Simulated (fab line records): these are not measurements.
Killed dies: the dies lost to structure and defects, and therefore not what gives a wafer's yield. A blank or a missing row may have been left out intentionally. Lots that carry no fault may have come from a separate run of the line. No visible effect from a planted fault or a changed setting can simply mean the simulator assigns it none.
fab line records ; flow rit_cmos
[record] lots = 15; wafers = 45; last_day = 7
route steps=202 shown NWELL@31 PWELL@49 CONTACT@168 M1@185
lots that met no fault: taken from a fault-free run of the same line
start_h: hours from the record's first day to the start of the lot's first wafer shown ; wait_h: hours elapsed since this lot's preceding step ; " as in the row above ; L1.1+2: a single row standing in for several wafers ; - either no value or no given start ; * or withheld: withheld ; < > ~ a bound
route shown NAME@n: NAME is a module with steps in the file, n the number in the route of the first one ; usual: the fault-free wafers' mean and standard deviation ; same: alike in all rows ; chamber/n: place in a boat ; sites: the reading at each site ; _std_site: the standard deviation of these ; _edge_site: inner sites' mean taken away from outer sites' mean ; radius_mm: for every site, how far away it sits from the centre of the wafer ; mask NAME#n: copy n ; behind: the last tool/chamber to shape the wafer ; hold: why the lot was held/for how many hours/how that ended ; device: the n, p or np transistor that did not switch ; end of line: the same wafers' tests at the end of the route ; step lacking rows: just its recipe ; killed: the dies lost at the first sort to structure and to defects; this is not the yield of the wafer ; map: per-die view of a wafer (x killed, . not killed, _ where there is no die)
set.NAME: the setting as run; set.NAME@STEP: as run at that earlier step ; model.NAME: the simulator's own value behind a step, which no gauge read
one table for each step of the route and one row for each wafer, over a sample of lots
services: when a tool's chamber went out of use (start_h, in hours from the record's first day, below 0 if earlier), for how many hours, and the reason
[[steps]]
[step RIT_NWELL_EXPOSE_03]
[recipe] mask_id = M2; na = 0.57; target_cd_nm = 43900; dose_mj = 250
[usual] exposure_dose_mJ_cm2 = 250.00/0.23; focus_offset_nm = -0.1/0.57
lot.wafer;tool;chamber;start_h;wait_h;mask;exposure_dose_mJ_cm2;focus_offset_nm
L306.2;iline_stepper-02;0;22.59;0.2;M2#0;249.50;-0.4
L306.4;iline_stepper-02;0;22.59;0.2;M2#0;250.13;-1.2
L306.6;iline_stepper-02;0;22.59;0.2;M2#0;249.83;-1.2
L307.3;iline_stepper-01;0;25.45;0.2;M2#0;250.07;-0.2
L307.5;iline_stepper-01;0;25.45;0.2;M2#0;249.53;-0.1
L307.6;iline_stepper-01;0;25.45;0.2;M2#0;250.13;0.6
L308.1;iline_stepper-02;0;29.95;0.2;M2#0;250.21;-0.3
L308.2;iline_stepper-02;0;29.95;0.2;M2#0;250.50;-0.3
L308.5;iline_stepper-02;0;29.95;0.2;M2#0;250.09;-0.4
L309.1;iline_stepper-02;0;35.52;0.1;M2#0;249.80;0.2
L309.2;iline_stepper-02;0;35.52;0.1;M2#0;249.96;-0.6
L309.3;iline_stepper-02;0;35.52;0.1;M2#0;250.15;-0.5
L310.1;iline_stepper-01;0;40.62;0.2;M2#0;250.13;-0.1
L310.2;iline_stepper-01;0;40.62;0.2;M2#0;249.95;1.1
L310.6;iline_stepper-01;0;40.62;0.2;M2#0;249.72;1.1
L311.2;iline_stepper-01;0;46.72;0.1;M2#0;249.92;-0.4
L311.3;iline_stepper-01;0;46.72;0.1;M2#0;250.08;-0.4
L311.4;iline_stepper-01;0;46.72;0.1;M2#0;249.81;-0.4
L312.1;iline_stepper-02;0;51.25;0.2;M2#0;249.86;0.7
L312.2;iline_stepper-02;0;51.25;0.2;M2#0;250.12;0.2
L312.4;iline_stepper-02;0;51.25;0.2;M2#0;249.94;-0.4
L313.3;iline_stepper-01;0;57.03;0.2;M2#0;250.21;-0.6
L313.5;iline_stepper-01;0;57.03;0.2;M2#0;250.19;-1.2
L313.6;iline_stepper-01;0;57.03;0.2;M2#0;250.12;-1.5
L314.3;iline_stepper-02;0;63.28;0.2;M2#0;249.78;1.2
L314.4;iline_stepper-02;0;63.28;0.2;M2#0;250.11;0.5
L314.5;iline_stepper-02;0;63.28;0.2;M2#0;250.16;-0.1
L315.3;iline_stepper-02;0;67.34;0.1;M2#0;250.16;-0.2
L315.4;iline_stepper-02;0;67.34;0.1;M2#0;250.05;0.0
L315.5;iline_stepper-02;0;67.34;0.1;M2#0;249.94;0.1
L320.1;iline_stepper-02;-;92.16;0.2;M2#0;-;-
L320.2;iline_stepper-02;-;92.16;0.2;M2#0;-;-
L320.4;iline_stepper-02;-;92.16;0.2;M2#0;-;-
L321.1;iline_stepper-01;-;95.09;0.3;M2#0;-;-
L321.2;iline_stepper-01;-;95.09;0.3;M2#0;-;-
L321.4;iline_stepper-01;-;95.09;0.3;M2#0;-;-
L322.1;iline_stepper-02;-;102.05;0.2;M2#0;-;-
L322.3;iline_stepper-02;-;102.05;0.2;M2#0;-;-
L322.5;iline_stepper-02;-;102.05;0.2;M2#0;-;-
L328.3;iline_stepper-02;0;129.88;0.2;M2#0;249.61;-0.7
L328.4;iline_stepper-02;0;129.88;0.2;M2#0;249.86;-0.2
L328.5;iline_stepper-02;0;129.88;0.2;M2#0;249.94;0.0
L329.2;iline_stepper-01;0;136.40;0.2;M2#0;250.11;0.1
L329.5;iline_stepper-01;0;136.40;0.2;M2#0;250.32;0.3
L329.6;iline_stepper-01;0;136.40;0.2;M2#0;249.75;-0.2
[step RIT_PWELL_TW_MEAS_10]
[usual] PWELL_TW = 945/9.4
lot.wafer;tool;chamber;start_h;wait_h;PWELL_TW
L306.2;film_metro-04;-;25.17;0.1;956
L306.4;film_metro-04;-;25.17;0.1;956
L306.6;film_metro-04;-;25.17;0.1;954
L307.3;film_metro-02;-;28.07;0.1;925
L307.5;film_metro-02;-;28.07;0.1;925
L307.6;film_metro-02;-;28.07;0.1;929
L308.1;film_metro-01;-;32.54;0.1;949
L308.2;film_metro-01;-;32.54;0.1;951
L308.5;film_metro-01;-;32.54;0.1;952
L309.1;film_metro-01;-;38.19;0.1;949
L309.2;film_metro-01;-;38.19;0.1;952
L309.3;film_metro-01;-;38.19;0.1;950
L310.1;film_metro-04;-;43.34;0.1;952
L310.2;film_metro-04;-;43.34;0.1;951
L310.6;film_metro-04;-;43.34;0.1;956
L311.2;film_metro-01;-;49.31;0.1;952
L311.3;film_metro-01;-;49.31;0.1;953
L311.4;film_metro-01;-;49.31;0.1;953
L312.1;film_metro-04;-;53.97;0.1;944
L312.2;film_metro-04;-;53.97;0.1;949
L312.4;film_metro-04;-;53.97;0.1;950
L313.3;film_metro-04;-;59.69;0.1;943
L313.5;film_metro-04;-;59.69;0.1;942
L313.6;film_metro-04;-;59.69;0.1;941
L314.3;film_metro-02;-;65.85;0.1;933
L314.4;film_metro-02;-;65.85;0.1;933
L314.5;film_metro-02;-;65.85;0.1;928
L315.3;film_metro-01;-;70.04;0.1;950
L315.4;film_metro-01;-;70.04;0.1;961
L315.5;film_metro-01;-;70.04;0.1;954
L320.1;film_metro-01;-;94.94;0.1;949
L320.2;film_metro-01;-;94.94;0.1;954
L320.4;film_metro-01;-;94.94;0.1;958
L321.1;film_metro-04;-;97.78;0.1;936
L321.2;film_metro-04;-;97.78;0.1;946
L321.4;film_metro-04;-;97.78;0.1;949
L322.1;film_metro-02;-;104.64;0.1;934
L322.3;film_metro-02;-;104.64;0.1;933
L322.5;film_metro-02;-;104.64;0.1;939
L328.3;film_metro-04;-;132.61;0.1;944
L328.4;film_metro-04;-;132.61;0.1;951
L328.5;film_metro-04;-;132.61;0.1;950
L329.2;film_metro-04;-;140.78;0.1;950
L329.5;film_metro-04;-;140.78;0.1;953
L329.6;film_metro-04;-;140.78;0.1;950
[step RIT_CONTACT_CVD_00]
[recipe] material = SiO2; target_thk_nm = 400; precursor = TEOS; temp_c = 390; time_s = 61; rf_w = 400
[usual] heater_power_w = 291/46
lot.wafer;tool;chamber;start_h;wait_h;heater_power_w;since_wet_clean_h
L306.2;pecvd-04;0;52.98;0.0;229;1389
L306.4;pecvd-04;2;52.98;0.0;252;-
L306.6;pecvd-04;0;52.98;0.0;250;-
L307.3;pecvd-03;2;55.11;0.0;339;206
L307.5;pecvd-03;1;55.11;0.0;382;-
L307.6;pecvd-03;0;55.11;0.0;300;-
L308.1;pecvd-02;2;60.30;0.1;311;1006
L308.2;pecvd-02;0;60.30;0.1;251;1006
L308.5;pecvd-02;0;60.30;0.1;266;-
L309.1;pecvd-04;1;66.90;0.1;300;1403
L309.2;pecvd-04;2;66.90;0.1;320;1403
L309.3;pecvd-04;0;66.90;0.1;216;1403
L310.1;pecvd-03;1;70.46;0.1;361;221
L310.2;pecvd-03;0;70.46;0.1;318;221
L310.6;pecvd-03;1;70.46;0.1;384;-
L311.2;pecvd-02;2;76.31;0.0;321;1022
L311.3;pecvd-02;0;76.31;0.0;236;1022
L311.4;pecvd-02;1;76.31;0.0;248;-
L312.1;pecvd-04;2;82.51;0.1;304;1419
L312.2;pecvd-04;0;82.51;0.1;240;1419
L312.4;pecvd-04;2;82.51;0.1;321;-
L313.3;pecvd-03;0;89.19;0.0;250;240
L313.5;pecvd-03;0;89.19;0.0;279;-
L313.6;pecvd-03;1;89.19;0.0;344;-
L314.3;pecvd-02;2;95.21;0.0;296;1041
L314.4;pecvd-02;2;95.21;0.0;304;-
L314.5;pecvd-02;0;95.21;0.0;273;-
L315.3;pecvd-03;1;98.91;0.0;391;250
L315.4;pecvd-03;2;98.91;0.0;290;-
L315.5;pecvd-03;0;98.91;0.0;328;-
L320.1;pecvd-03;1;124.43;0.1;328;275
L320.2;pecvd-03;0;124.43;0.1;289;275
L320.4;pecvd-03;0;124.43;0.1;286;-
L321.1;pecvd-04;0;126.04;0.1;206;1462
L321.2;pecvd-04;2;126.04;0.1;267;1462
L321.4;pecvd-04;2;126.04;0.1;285;-
L322.1;pecvd-02;1;132.21;0.1;193;1078
L322.3;pecvd-02;2;132.21;0.1;280;1078
L322.5;pecvd-02;0;132.21;0.1;243;-
L328.3;pecvd-02;0;163.46;0.0;284;1109
L328.4;pecvd-02;2;163.46;0.0;291;-
L328.5;pecvd-02;1;163.46;0.0;208;-
L329.2;pecvd-03;2;171.82;0.0;350;323
L329.5;pecvd-03;1;171.82;0.0;374;-
L329.6;pecvd-03;0;171.82;0.0;320;-
[step RIT_M1_RS_MEAS_01]
[recipe] thk_meas_gauge = four-point-probe; reads = Al_of_M1_SPUTTER_00
[usual] M1_AL_RS = 0.0735/0.00072
lot.wafer;tool;chamber;start_h;wait_h;M1_AL_RS[ohm/sq]
L306.2;film_metro-04;-;55.52;0.2;0.0738
L306.4;film_metro-04;-;55.52;0.2;0.0744
L306.6;film_metro-04;-;55.52;0.2;0.0741
L307.3;film_metro-02;-;57.92;0.2;0.0748
L307.5;film_metro-02;-;57.92;0.2;0.0746
L307.6;film_metro-02;-;57.92;0.2;0.0746
L308.1;film_metro-04;-;62.83;0.1;0.0727
L308.2;film_metro-04;-;62.83;0.1;0.0736
L308.5;film_metro-04;-;62.83;0.1;0.0729
L309.1;film_metro-04;-;69.57;0.1;0.0726
L309.2;film_metro-04;-;69.57;0.1;0.0723
L309.3;film_metro-04;-;69.57;0.1;0.0729
L310.1;film_metro-02;-;73.03;0.1;0.0729
L310.2;film_metro-02;-;73.03;0.1;0.0731
L310.6;film_metro-02;-;73.03;0.1;0.0734
L311.2;film_metro-02;-;78.85;0.2;0.0737
L311.3;film_metro-02;-;78.85;0.2;0.0736
L311.4;film_metro-02;-;78.85;0.2;0.0731
L312.1;film_metro-02;-;85.06;0.1;0.0733
L312.2;film_metro-02;-;85.06;0.1;0.0735
L312.4;film_metro-02;-;85.06;0.1;0.0734
L313.3;film_metro-04;-;91.89;0.2;0.0725
L313.5;film_metro-04;-;91.89;0.2;0.0727
L313.6;film_metro-04;-;91.89;0.2;0.0728
L314.3;film_metro-02;-;97.76;0.2;0.0736
L314.4;film_metro-02;-;97.76;0.2;0.0731
L314.5;film_metro-02;-;97.76;0.2;0.0732
L315.3;film_metro-03;-;101.61;0.2;0.0746
L315.4;film_metro-03;-;101.61;0.2;0.0743
L315.5;film_metro-03;-;101.61;0.2;0.0734
L320.1;film_metro-03;-;126.98;0.1;0.0725
L320.2;film_metro-03;-;126.98;0.1;0.0740
L320.4;film_metro-03;-;126.98;0.1;0.0737
L321.1;film_metro-03;-;128.75;0.1;0.0721
L321.2;film_metro-03;-;128.75;0.1;0.0721
L321.4;film_metro-03;-;128.75;0.1;0.0730
L322.1;film_metro-03;-;134.89;0.1;0.0737
L322.3;film_metro-03;-;134.89;0.1;0.0740
L322.5;film_metro-03;-;134.89;0.1;0.0737
L328.3;film_metro-03;-;166.15;0.2;0.0745
L328.4;film_metro-03;-;166.15;0.2;0.0742
L328.5;film_metro-03;-;166.15;0.2;0.0745
L329.2;film_metro-03;-;174.36;0.2;0.0743
L329.5;film_metro-03;-;174.36;0.2;0.0740
L329.6;film_metro-03;-;174.36;0.2;0.0744
[[services]]
tool;chamber;start_h;hours;kind
iline_stepper-02;-;9.02;10.7;repair
pecvd-03;0;16.90;10.6;repair
iline_stepper-01;-;19.76;1.7;pm
pecvd-04;-;57.33;1.1;repair
pecvd-03;2;67.45;14.0;repair
pecvd-03;-;79.46;1.1;repair
iline_stepper-02;-;81.00;2.1;pm
pecvd-03;1;82.19;6.5;repair
iline_stepper-02;-;83.08;-;consumable_replace:lamp
pecvd-04;-;98.63;1.9;repair
pecvd-02;-;100.54;14.6;pm
[[key]]
[first_sign] step = RIT_NWELL_EXPOSE_03; reading = tool_record; direction = missing
effect none on later readings
met_at RIT_NWELL_EXPOSE_03
struck_lots L320,L321,L322
sort_left_out L320.1,L320.2,L320.4,L321.1,L321.2,L321.4,L322.1,L322.3,L322.5
tester_left_out L320,L321,L322
not_acting_at RIT_PWELL_TW_MEAS_10,RIT_CONTACT_CVD_00,RIT_M1_RS_MEAS_01
onset_between 67.34 92.16
[fault] kind = skipped_step_whole; tool = iline_stepper-01,iline_stepper-02; chamber = -; onset_h = 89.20; steps = RIT_NWELL_EXPOSE_03; scope = struck_lots_only
// tester_left_out: of these lots the tester's yield and bins aren't shown, on N5 and GAA mostly nor the transistor test; their killed dies are dies lost to structure and defects alone, not to doping, threshold or leakage, so they don't give the yield
// sort_left_out: the simulated sort isn't trusted on such a fault, so these wafers' sort isn't shown, and their yield isn't known
